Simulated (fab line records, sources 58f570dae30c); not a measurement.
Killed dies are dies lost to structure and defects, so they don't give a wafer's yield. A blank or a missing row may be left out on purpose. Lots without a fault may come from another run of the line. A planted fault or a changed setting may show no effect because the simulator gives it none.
fab line records | flow berkeley_cmos170
record lots=5 wafers=23
route steps=331 shown PSD@183 NSD@196 SDANNEAL@204 NLDD@209 SILICIDE@211 M1@242 V1@256
start_h: hours from the record's first day to the start of the lot's first wafer shown | wait_h: hours since the lot's step before | " the same as in the row above | L1.1+2: a row that stands for several wafers | - no value, or no start given | * or withheld: withheld | < > ~ a bound
route shown NAME@n: a module of which the file shows steps, and the number in the route of the first | usual: mean/standard deviation of fault-free wafers | same: alike in all rows | chamber/n: place in a boat | sites: the reading at each site | _std_site: their standard deviation | _edge_site: outer sites' mean less inner sites' | radius_mm: how far each site lies from the wafer's centre | mask NAME#n: copy n | behind: the tool/chamber that last shaped the wafer | hold: why the lot was held/for how many hours/how that ended | device: the transistor (n, p or np) that didn't switch | end of line: the same wafers' tests at the end of the route | a step without rows: its recipe alone | killed: dies lost to structure and defects at the first sort, not the wafer's yield | map: a wafer's dies, x killed, . not, _ none there
set.NAME: the setting as run; set.NAME@STEP: as run at that earlier step | model.NAME: the simulator's own value behind a step, which no gauge read
lots whose settings were changed on purpose; a table a step, a row a wafer
## steps
# step UCB170_PSD_IMPLANT_08
# recipe species=B dose_cm2=3e+15 energy_kev=20 tilt_deg=7
# columns lot.wafer tool chamber start_h wait_h set.dose_cm2
L074.1+4+5 implanter-01 0 165.68 0.0 3e+15
L074.2+6 " 0 " " 2.905e+15
L076.1+2+3+4+6 implanter-02 0 165.95 0.0 3e+15
L079.2+3 implanter-02 0 185.94 0.0 3e+15
L079.4+5+6 " 0 " " 2.795e+15
L077.1+2+4 implanter-01 0 186.18 0.0 3e+15
L077.3+6 " 0 " " 3.148e+15
L081.1+2+6 implanter-04 0 199.05 0.0 3e+15
# step UCB170_PSD_STRIP_09
# recipe chemistry=O2 power_w=400 pressure_mtorr=3500 platen_temp_c=withheld o2_flow_sccm=400 overash_fraction=0.5
# usual strip_time_to_endpoint_s=29.39/0.07
# columns lot.wafer tool chamber start_h wait_h set.dose_cm2@PSD_IMPLANT_08 strip_time_to_endpoint_s
L074.1 plasma_asher-04 0 165.83 0.1 3e+15 29.32
L074.2 " 1 " " 2.905e+15 28.90
L074.4 " 0 " " 3e+15 29.22
L074.5 " 0 " " 3e+15 29.22
L074.6 " 1 " " 2.905e+15 28.90
L076.1 plasma_asher-03 1 166.10 0.1 3e+15 29.46
L076.2 " 0 " " 3e+15 29.43
L076.3 " 0 " " 3e+15 29.42
L076.4 " 1 " " 3e+15 29.37
L076.6 " 1 " " 3e+15 29.42
L079.2 plasma_asher-04 1 186.07 0.1 3e+15 29.43
L079.3 " 0 " " 3e+15 29.31
L079.4 " 1 " " 2.795e+15 28.60
L079.5 " 0 " " 2.795e+15 28.58
L079.6 " 1 " " 2.795e+15 28.52
L077.1 plasma_asher-02 1 186.33 0.1 3e+15 29.45
L077.2 " 0 " " 3e+15 29.46
L077.3 " 0 " " 3.148e+15 29.95
L077.4 " 1 " " 3e+15 29.44
L077.6 " 1 " " 3.148e+15 29.98
L081.1 plasma_asher-02 1 199.20 0.1 3e+15 29.41
L081.2 " 0 " " 3e+15 29.41
L081.6 " 0 " " 3e+15 29.42
# step UCB170_PSD_TW_MEAS_10
# usual PSD_TW=2314/25
# columns lot.wafer tool chamber start_h wait_h set.dose_cm2@PSD_IMPLANT_08 PSD_TW
L074.1 film_metro-02 - 165.93 0.1 3e+15 2323
L074.2 " - " " 2.905e+15 2302
L074.4 " - " " 3e+15 2323
L074.5 " - " " 3e+15 2333
L074.6 " - " " 2.905e+15 2303
L076.1 film_metro-04 - 166.20 0.1 3e+15 2296
L076.2 " - " " 3e+15 2277
L076.3 " - " " 3e+15 2280
L076.4 " - " " 3e+15 2274
L076.6 " - " " 3e+15 2281
L079.2 film_metro-02 - 186.18 0.1 3e+15 2340
L079.3 " - " " 3e+15 2335
L079.4 " - " " 2.795e+15 2271
L079.5 " - " " 2.795e+15 2288
L079.6 " - " " 2.795e+15 2280
L077.1 film_metro-04 - 186.43 0.1 3e+15 2291
L077.2 " - " " 3e+15 2286
L077.3 " - " " 3.148e+15 2319
L077.4 " - " " 3e+15 2280
L077.6 " - " " 3.148e+15 2317
L081.1 film_metro-03 - 199.30 0.1 3e+15 2333
L081.2 " - " " 3e+15 2314
L081.6 " - " " 3e+15 2310
# step UCB170_NSD_STRIP_09
# recipe chemistry=O2 power_w=400 pressure_mtorr=3500 platen_temp_c=withheld o2_flow_sccm=400 overash_fraction=0.5
# usual oes_product_au=0.533/0.0044 strip_time_to_endpoint_s=35.81/0.078
# columns lot.wafer tool chamber start_h wait_h set.power_w oes_product_au strip_time_to_endpoint_s
L074.1 plasma_asher-01 1 167.67 0.1 356.6 0.507 39.18
L074.2 " 0 " " 400 0.528 35.83
L074.4 " 1 " " 356.6 0.507 39.19
L074.5 " 0 " " 400 0.534 35.93
L074.6 " 1 " " 356.6 0.507 39.18
L076.1 plasma_asher-02 1 167.93 0.1 400 0.535 35.76
L076.2 " 0 " " 434.7 0.548 33.60
L076.3 " 0 " " 400 0.539 35.79
L076.4 " 1 " " 434.7 0.556 33.64
L076.6 " 0 " " 434.7 0.546 33.56
L079.2 plasma_asher-03 1 188.54 0.1 368.2 0.518 38.21
L079.3 " 1 " " 368.2 0.511 38.16
L079.4 " 0 " " 368.2 0.520 38.01
L079.5 " 0 " " 400 0.529 35.87
L079.6 " 1 " " 400 0.530 35.84
L077.1 plasma_asher-02 0 188.81 0.1 400 0.529 35.76
L077.2 " 1 " " 400 0.534 35.87
L077.3 " 0 " " 400 0.531 35.83
L077.4 " 1 " " 400 0.538 35.82
L077.6 " 0 " " 400 0.532 35.86
L081.1 plasma_asher-01 0 202.14 0.1 400 0.534 35.72
L081.2 " 1 " " 400 0.529 35.78
L081.6 " 1 " " 400 0.542 35.81
# step UCB170_NSD_CLEAN_11
# recipe chemistry=SPM temp_c=120 time_s=600
# step UCB170_SDANNEAL_RTA_00
# recipe temp_c=900 time_s=10 ambient=N2
# step UCB170_SDANNEAL_RTA_01
# recipe temp_c=1050 time_s=5 ambient=N2
# step UCB170_SDANNEAL_RS_MEAS_02
# recipe thk_meas_gauge=four-point-probe
# usual PSD_RS=75.44/0.24
# columns lot.wafer tool chamber start_h wait_h set.dose_cm2@PSD_IMPLANT_08 PSD_RS[ohm/sq]
L074.1 film_metro-02 - 168.88 0.0 3e+15 75.24
L074.2 " - " " 2.905e+15 77.38
L074.4 " - " " 3e+15 75.63
L074.5 " - " " 3e+15 75.44
L074.6 " - " " 2.905e+15 77.40
L076.1 film_metro-03 - 169.63 0.0 3e+15 75.68
L076.2 " - " " 3e+15 75.80
L076.3 " - " " 3e+15 75.40
L076.4 " - " " 3e+15 75.72
L076.6 " - " " 3e+15 75.65
L079.2 film_metro-02 - 189.77 0.1 3e+15 75.45
L079.3 " - " " 3e+15 75.13
L079.4 " - " " 2.795e+15 79.48
L079.5 " - " " 2.795e+15 79.38
L079.6 " - " " 2.795e+15 79.45
L077.1 film_metro-03 - 190.10 0.0 3e+15 75.50
L077.2 " - " " 3e+15 75.67
L077.3 " - " " 3.148e+15 72.76
L077.4 " - " " 3e+15 75.40
L077.6 " - " " 3.148e+15 72.88
L081.1 film_metro-03 - 203.45 0.0 3e+15 75.22
L081.2 " - " " 3e+15 75.26
L081.6 " - " " 3e+15 75.40
# step UCB170_SDANNEAL_RS_MEAS_05
# recipe thk_meas_gauge=four-point-probe
# usual NLDD_RS=615.3/1.7
# columns lot.wafer tool chamber start_h wait_h set.dose_cm2@NLDD_IMPLANT_08 NLDD_RS[ohm/sq]
L074.1 film_metro-02 - 169.24 0.1 5.298e+13 601.9
L074.2 " - " " 5e+13 613.4
L074.4 " - " " 5e+13 615.7
L074.5 " - " " 5.298e+13 601.3
L074.6 " - " " 5e+13 613.4
L076.1 film_metro-03 - 169.99 0.1 5e+13 619.1
L076.2 " - " " 5e+13 616.8
L076.3 " - " " 5e+13 616.9
L076.4 " - " " 5e+13 618.0
L076.6 " - " " 5e+13 618.2
L079.2 film_metro-02 - 190.13 0.1 4.841e+13 621.7
L079.3 " - " " 5e+13 615.7
L079.4 " - " " 5e+13 615.6
L079.5 " - " " 4.841e+13 622.7
L079.6 " - " " 4.841e+13 621.9
L077.1 film_metro-03 - 190.46 0.1 5.372e+13 602.3
L077.2 " - " " 5e+13 616.0
L077.3 " - " " 5.372e+13 602.2
L077.4 " - " " 5.372e+13 602.6
L077.6 " - " " 5e+13 615.5
L081.1 film_metro-03 - 203.81 0.1 5e+13 616.2
L081.2 " - " " 5e+13 616.5
L081.6 " - " " 5e+13 616.6
# step UCB170_SILICIDE_SPUTTER_01
# recipe material=Ti target_thk_nm=30 time_s=25 power_w=1500 chamber_pressure_pa=0.5
# columns lot.wafer tool chamber start_h wait_h set.time_s model.Ti_of_SILICIDE_SPUTTER_01.thk_nm
L074.1 pvd_sputter-04 - 169.43 0.0 25 30.38
L074.2 " - " " 25 30.39
L074.4 " - " " 22.7 27.55
L074.5 " - " " 25 30.46
L074.6 " - " " 22.7 27.76
L076.1 pvd_sputter-02 - 170.18 0.0 25 29.95
L076.2 " - " " 25 30.04
L076.3 " - " " 23.64 28.28
L076.4 " - " " 25 29.77
L076.6 " - " " 23.64 28.16
L079.2 pvd_sputter-02 - 190.30 0.0 22.74 27.22
L079.3 " - " " 25 29.75
L079.4 " - " " 25 30.02
L079.5 " - " " 22.74 27.43
L079.6 " - " " 25 30.21
L077.1 pvd_sputter-04 - 190.65 0.0 23.07 27.32
L077.2 " - " " 25 29.67
L077.3 " - " " 23.07 27.67
L077.4 " - " " 25 29.78
L077.6 " - " " 25 29.69
L081.1 pvd_sputter-02 - 204.00 0.0 25 30.15
L081.2 " - " " 25 29.8
L081.6 " - " " 25 29.92
# step UCB170_SILICIDE_RS_MEAS_02
# recipe thk_meas_gauge=four-point-probe reads=Ti_of_SILICIDE_SPUTTER_01
# usual SILICIDE_TI_RS=26.2/0.37
# columns lot.wafer tool chamber start_h wait_h set.time_s@SILICIDE_SPUTTER_01 SILICIDE_TI_RS[ohm/sq]
L074.1 film_metro-02 - 169.46 0.0 25 25.7
L074.2 " - " " 25 25.7
L074.4 " - " " 22.7 28.7
L074.5 " - " " 25 25.6
L074.6 " - " " 22.7 28.5
L076.1 film_metro-01 - 170.21 0.0 25 26.2
L076.2 " - " " 25 26.1
L076.3 " - " " 23.64 27.9
L076.4 " - " " 25 26.4
L076.6 " - " " 23.64 28.1
L079.2 film_metro-01 - 190.35 0.0 22.74 29.3
L079.3 " - " " 25 26.4
L079.4 " - " " 25 26.0
L079.5 " - " " 22.74 28.9
L079.6 " - " " 25 25.9
L077.1 film_metro-02 - 190.68 0.0 23.07 29.1
L077.2 " - " " 25 26.4
L077.3 " - " " 23.07 28.7
L077.4 " - " " 25 26.3
L077.6 " - " " 25 26.4
L081.1 film_metro-04 - 204.03 0.0 25 26.0
L081.2 " - " " 25 26.3
L081.6 " - " " 25 26.2
# step UCB170_SILICIDE_THK_MEAS_03
# recipe thk_meas_gauge=xrf reads=Ti_of_SILICIDE_SPUTTER_01
# usual SILICIDE_TI_THK=30.1/0.35
# columns lot.wafer tool chamber start_h wait_h set.time_s@SILICIDE_SPUTTER_01 SILICIDE_TI_THK[nm]
L074.1 film_metro-02 - 169.58 0.1 25 30.4
L074.2 " - " " 25 30.5
L074.4 " - " " 22.7 27.6
L074.5 " - " " 25 30.5
L074.6 " - " " 22.7 27.7
L076.1 film_metro-01 - 170.33 0.1 25 30.1
L076.2 " - " " 25 30.2
L076.3 " - " " 23.64 28.4
L076.4 " - " " 25 29.8
L076.6 " - " " 23.64 28.3
L079.2 film_metro-01 - 190.46 0.1 22.74 27.3
L079.3 " - " " 25 29.9
L079.4 " - " " 25 30.1
L079.5 " - " " 22.74 27.6
L079.6 " - " " 25 30.4
L077.1 film_metro-02 - 190.80 0.1 23.07 27.5
L077.2 " - " " 25 29.7
L077.3 " - " " 23.07 27.6
L077.4 " - " " 25 29.9
L077.6 " - " " 25 29.8
L081.1 film_metro-04 - 204.15 0.1 25 30.3
L081.2 " - " " 25 29.9
L081.6 " - " " 25 30.2
# step UCB170_M1_COAT_04
# recipe resist=KrF spin_rpm=1500 resist_thk_nm=900
# columns lot.wafer tool chamber start_h wait_h set.spin_rpm model.KrF_of_M1_COAT_04.thk_nm
L074.1 litho_track-04 0 - - 1500 898.6
L074.2 " 0 " " 1500 901
L074.4 " 0 " " 1500 901.6
L074.5 " 0 " " 1500 901.5
L074.6 " 0 " " 1500 901.7
L076.1 litho_track-01 0 - - 1500 900.2
L076.2 " 0 " " 1500 904.1
L076.3 " 0 " " 1429 922.9
L076.4 " 0 " " 1429 924.3
L076.6 " 0 " " 1429 919.8
L077.1 litho_track-01 0 - - 1400 927.8
L077.2 " 0 " " 1400 928.1
L077.3+4 " 0 " " 1500 898.9
L077.6 " 0 " " 1400 931.7
L079.2+6 litho_track-03 0 - - 1500 901.5
L079.3 " 0 " " 1500 903.6
L079.4 " 0 " " 1420 928.4
L079.5 " 0 " " 1420 925.6
L081.1 litho_track-03 0 - - 1500 901.1
L081.2 " 0 " " 1500 900.5
L081.6 " 0 " " 1500 901.3
# step UCB170_M1_EXPOSE_06
# recipe mask_id=METAL1 target_cd_nm=700 na=0.5 sigma_outer=0.6 source_shape=conventional dose_mj=21
# columns lot.wafer tool chamber start_h wait_h mask set.dose_mj
L074.1+4+5 krf_scanner-01 0 176.59 - METAL1#0 21.79
L074.2+6 " 0 " " METAL1#0 21
L076.1+2+3+4+6 krf_scanner-01 0 177.99 - METAL1#0 21
L077.1+2 krf_scanner-02 0 197.92 - METAL1#0 22.41
L077.3+4+6 " 0 " " METAL1#0 21
L079.2+3+4 krf_scanner-02 0 198.42 - METAL1#0 20.32
L079.5+6 " 0 " " METAL1#0 21
L081.1+2+6 krf_scanner-02 0 209.58 - METAL1#0 21
# step UCB170_M1_PEB_07
# recipe peb_temp_c=130 peb_time_s=withheld resist=KrF
# step UCB170_M1_DEVELOP_08
# recipe developer=TMAH develop_time_s=45 resist=KrF dev_temp_c=21
# step UCB170_M1_CD_MEAS_09
# recipe target_cd_nm=700
# usual cd_nm=699.7/1.7
# columns lot.wafer tool chamber start_h wait_h set.dose_mj@M1_EXPOSE_06 cd_nm
L074.1 cd_sem-02 - 177.01 - 21.79 690.3
L074.2 " - " " 21 697.6
L074.4 " - " " 21.79 691.2
L074.5 " - " " 21.79 691.6
L074.6 " - " " 21 696.3
L076.1 cd_sem-01 - 178.39 - 21 699.7
L076.2 " - " " 21 699.9
L076.3 " - " " 21 701.1
L076.4 " - " " 21 700.7
L076.6 " - " " 21 702.6
L077.1 cd_sem-02 - 198.47 - 22.41 689.6
L077.2 " - " " 22.41 689.6
L077.3 " - " " 21 700.2
L077.4 " - " " 21 699.5
L077.6 " - " " 21 701.3
L079.2 cd_sem-01 - 198.81 - 20.32 704.9
L079.3 " - " " 20.32 704.4
L079.4 " - " " 20.32 705.4
L079.5 " - " " 21 698.4
L079.6 " - " " 21 698.2
L081.1 cd_sem-02 - 210.16 - 21 701.2
L081.2 " - " " 21 701.0
L081.6 " - " " 21 700.0
# step UCB170_M1_ETCH_11
# recipe chemistry=N2/H2 target_depth_a=withheld overetch_a=withheld target=BARC time_s=withheld source_w=500 bias_w=100 pressure_mtorr=30 n2_flow_sccm=100 h2_flow_sccm=200
# columns lot.wafer tool chamber start_h wait_h set.dose_mj@M1_EXPOSE_06 model.M1.cd_nm
L074.1 rie_diel-01 0 177.17 0.0 21.79 689.8
L074.2 " 2 " " 21 695.9
L074.4 " 2 " " 21.79 690.2
L074.5 " 1 " " 21.79 691.6
L074.6 " 0 " " 21 695.3
L076.1 rie_diel-03 3 178.54 0.0 21 699.1
L076.2 " 1 " " 21 699.3
L076.3 " 0 " " 21 701
L076.4 " 2 " " 21 700.3
L076.6 " 1 " " 21 701.7
L077.1 rie_diel-01 2 198.63 0.0 22.41 688.6
L077.2 " 1 " " 22.41 689.4
L077.3 " 0 " " 21 698.6
L077.4 " 3 " " 21 699.4
L077.6 " 1 " " 21 700.8
L079.2 rie_diel-04 0 198.95 0.0 20.32 704.6
L079.3 " 2 " " 20.32 704.2
L079.4 " 1 " " 20.32 705.7
L079.5 " 2 " " 21 699
L079.6 " 1 " " 21 698.2
L081.1 rie_diel-04 1 210.31 0.0 21 700.6
L081.2 " 2 " " 21 701.1
L081.6 " 0 " " 21 699.2
# step UCB170_M1_METAL_ETCH_12
# recipe chemistry=Cl2/BCl3 target=Al stop_on=PSG pressure_mtorr=12 target_depth_a=7800 over_etch_frac=0.3 time_s=130 icp_w=600 bias_w=120 Cl2_flow_sccm=90 bcl3_flow_sccm=45
# columns lot.wafer tool chamber start_h wait_h set.spin_rpm@M1_COAT_04 model.KrF_of_M1_COAT_04.thk_nm
L074.1 rie_metal-02 0 177.21 - 1500 440.3
L074.2 " 1 " " 1500 423.1
L074.4 " 1 " " 1500 424.7
L074.5 " 1 " " 1500 424.8
L074.6 " 0 " " 1500 447.8
L076.1 rie_metal-03 0 178.58 - 1500 441.1
L076.2 " 1 " " 1500 449.4
L076.3 " 1 " " 1429 465
L076.4 " 0 " " 1429 462.7
L076.6 " 0 " " 1429 457.9
L077.1 rie_metal-02 0 198.67 - 1400 469.9
L077.2 " 0 " " 1400 468.4
L077.3 " 0 " " 1500 441.4
L077.4 " 0 " " 1500 440.9
L077.6 " 0 " " 1400 475.5
L079.2 rie_metal-04 1 199.03 - 1500 431.9
L079.3 " 1 " " 1500 435.3
L079.4 " 1 " " 1420 460
L079.5 " 1 " " 1420 457
L079.6 " 1 " " 1500 431
L081.1 rie_metal-03 0 210.36 - 1500 436.1
L081.2 " 1 " " 1500 443.9
L081.6 " 1 " " 1500 441.4
# step UCB170_M1_STRIP_13
# recipe chemistry=O2 power_w=400 pressure_mtorr=3500 platen_temp_c=withheld o2_flow_sccm=400 overash_fraction=0.5
# step UCB170_M1_CD_MEAS_90
# recipe target_cd_nm=700
# usual cd_nm=699.7/2.3
# columns lot.wafer tool chamber start_h wait_h set.dose_mj@M1_EXPOSE_06 cd_nm
L074.1 cd_sem-01 - 177.44 0.1 21.79 689.9
L074.2 " - " " 21 694.6
L074.4 " - " " 21.79 688.6
L074.5 " - " " 21.79 692.4
L074.6 " - " " 21 696.4
L076.1 cd_sem-01 - 178.82 0.1 21 699.7
L076.2 " - " " 21 700.8
L076.3 " - " " 21 702.3
L076.4 " - " " 21 700.7
L076.6 " - " " 21 701.9
L077.1 cd_sem-01 - 199.04 0.1 22.41 690.3
L077.2 " - " " 22.41 690.4
L077.3 " - " " 21 699.2
L077.4 " - " " 21 702.3
L077.6 " - " " 21 701.2
L079.2 cd_sem-01 - 199.38 0.1 20.32 707.1
L079.3 " - " " 20.32 704.8
L079.4 " - " " 20.32 707.4
L079.5 " - " " 21 699.6
L079.6 " - " " 21 700.1
L081.1 cd_sem-02 - 210.59 0.1 21 699.6
L081.2 " - " " 21 701.8
L081.6 " - " " 21 700.0
# step UCB170_V1_CMP_02
# recipe material=SiO2 down_force_psi=6 platen_rpm=60 pad_velocity_m_s=0.75398
# columns lot.wafer tool chamber start_h wait_h set.leave_above_ref_nm model.SiO2_of_V1_CVD_00.thk_nm
L074.2+6 cmp-02 1 179.61 0.0 1000 1000
L074.4 " 3 " " 969.4 969.6
L074.1 " 0 " " 1000 1001
L074.5 " 2 " " 969.4 970.3
L076.3+1 cmp-01 3,2 181.02 0.0 1000 1000
L076.2 " 0 " " 965.6 965.4
L076.4 " 1 " " 965.6 966.4
L076.6 " 3 " " 965.6 964.1
L077.3 cmp-01 2 200.71 0.0 962.4 961.6
L077.4 " 3 " " 962.4 963
L077.2 " 0 " " 1000 1000
L077.1 " 1 " " 962.4 960.7
L077.6 " 3 " " 1000 998.1
L079.2 cmp-01 0 202.09 0.1 951.6 951.7
L079.4 " 1 " " 1000 999.7
L079.3 " 2 " " 1000 998.8
L079.6 " 3 " " 1000 1000
L079.5 " 0 " " 951.6 951.6
L081.1 cmp-02 2 212.31 0.1 1000 998.8
L081.2 " 0 " " 1000 999.3
L081.6 " 2 " " 1000 999.9
# step UCB170_V1_THK_MEAS_04
# recipe reads=SiO2_of_V1_CVD_00
# usual V1_POLISHED_THK=999.7/0.93
# columns lot.wafer tool chamber start_h wait_h set.leave_above_ref_nm@V1_CMP_02 V1_POLISHED_THK[nm]
L074.1 film_metro-03 - 180.03 0.1 1000 1001.1
L074.2 " - " " 1000 999.9
L074.4 " - " " 969.4 969.3
L074.5 " - " " 969.4 971.2
L074.6 " - " " 1000 999.5
L076.1 film_metro-03 - 181.44 0.1 1000 999.8
L076.2 " - " " 965.6 965.4
L076.3 " - " " 1000 999.8
L076.4 " - " " 965.6 966.4
L076.6 " - " " 965.6 963.7
L077.1 film_metro-04 - 201.13 0.1 962.4 959.9
L077.2 " - " " 1000 1000.0
L077.3 " - " " 962.4 961.3
L077.4 " - " " 962.4 963.2
L077.6 " - " " 1000 998.6
L079.2 film_metro-03 - 202.47 0.1 951.6 952.1
L079.3 " - " " 1000 999.7
L079.4 " - " " 1000 999.5
L079.5 " - " " 951.6 951.9
L079.6 " - " " 1000 1000.2
L081.1 film_metro-03 - 212.68 0.1 1000 998.9
L081.2 " - " " 1000 998.8
L081.6 " - " " 1000 999.5
## key
split step=UCB170_PSD_IMPLANT_08 setting=dose_cm2 stated=3e+15 by=wafer
response step=UCB170_PSD_STRIP_09 reading=strip_time_to_endpoint_s change=* per=1% r=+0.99
response step=UCB170_PSD_TW_MEAS_10 reading=PSD_TW change=+7.76 per=1% r=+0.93
response step=UCB170_SDANNEAL_RS_MEAS_02 reading=PSD_RS change=-0.59 per=1% r=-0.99
split step=UCB170_NSD_STRIP_09 setting=power_w stated=400 by=wafer
response step=UCB170_NSD_STRIP_09 reading=oes_product_au change=+0.00184 per=1% r=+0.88
response step=UCB170_NSD_STRIP_09 reading=strip_time_to_endpoint_s change=* per=1% r=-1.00
split step=UCB170_SILICIDE_SPUTTER_01 setting=time_s stated=25 by=wafer
response step=UCB170_SILICIDE_SPUTTER_01 reading=model.Ti_of_SILICIDE_SPUTTER_01.thk_nm change=+0.297 per=1% r=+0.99
response step=UCB170_SILICIDE_RS_MEAS_02 reading=SILICIDE_TI_RS change=-0.328 per=1% r=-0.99
response step=UCB170_SILICIDE_THK_MEAS_03 reading=SILICIDE_TI_THK change=+0.297 per=1% r=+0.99
split step=UCB170_M1_COAT_04 setting=spin_rpm stated=1500 by=wafer
response step=UCB170_M1_COAT_04 reading=model.KrF_of_M1_COAT_04.thk_nm change=-4.51 per=1% r=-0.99
response step=UCB170_M1_METAL_ETCH_12 reading=model.KrF_of_M1_COAT_04.thk_nm change=-4.38 per=1% r=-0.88
split step=UCB170_M1_EXPOSE_06 setting=dose_mj stated=21 by=wafer
response step=UCB170_M1_CD_MEAS_09 reading=cd_nm change=-1.65 per=1% r=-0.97
response step=UCB170_M1_ETCH_11 reading=model.M1.cd_nm change=-1.58 per=1% r=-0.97
response step=UCB170_M1_CD_MEAS_90 reading=cd_nm change=-1.6 per=1% r=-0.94
split step=UCB170_V1_CMP_02 setting=leave_above_ref_nm stated=1000 by=wafer
response step=UCB170_V1_CMP_02 reading=model.SiO2_of_V1_CVD_00.thk_nm change=+9.99 per=1% r=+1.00
response step=UCB170_V1_THK_MEAS_04 reading=V1_POLISHED_THK change=+9.95 per=1% r=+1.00
split outside_this_file step=UCB170_NLDD_IMPLANT_08 setting=dose_cm2
# split outside_this_file: this setting was split too, and the file shows its column; the key of that split is in another file
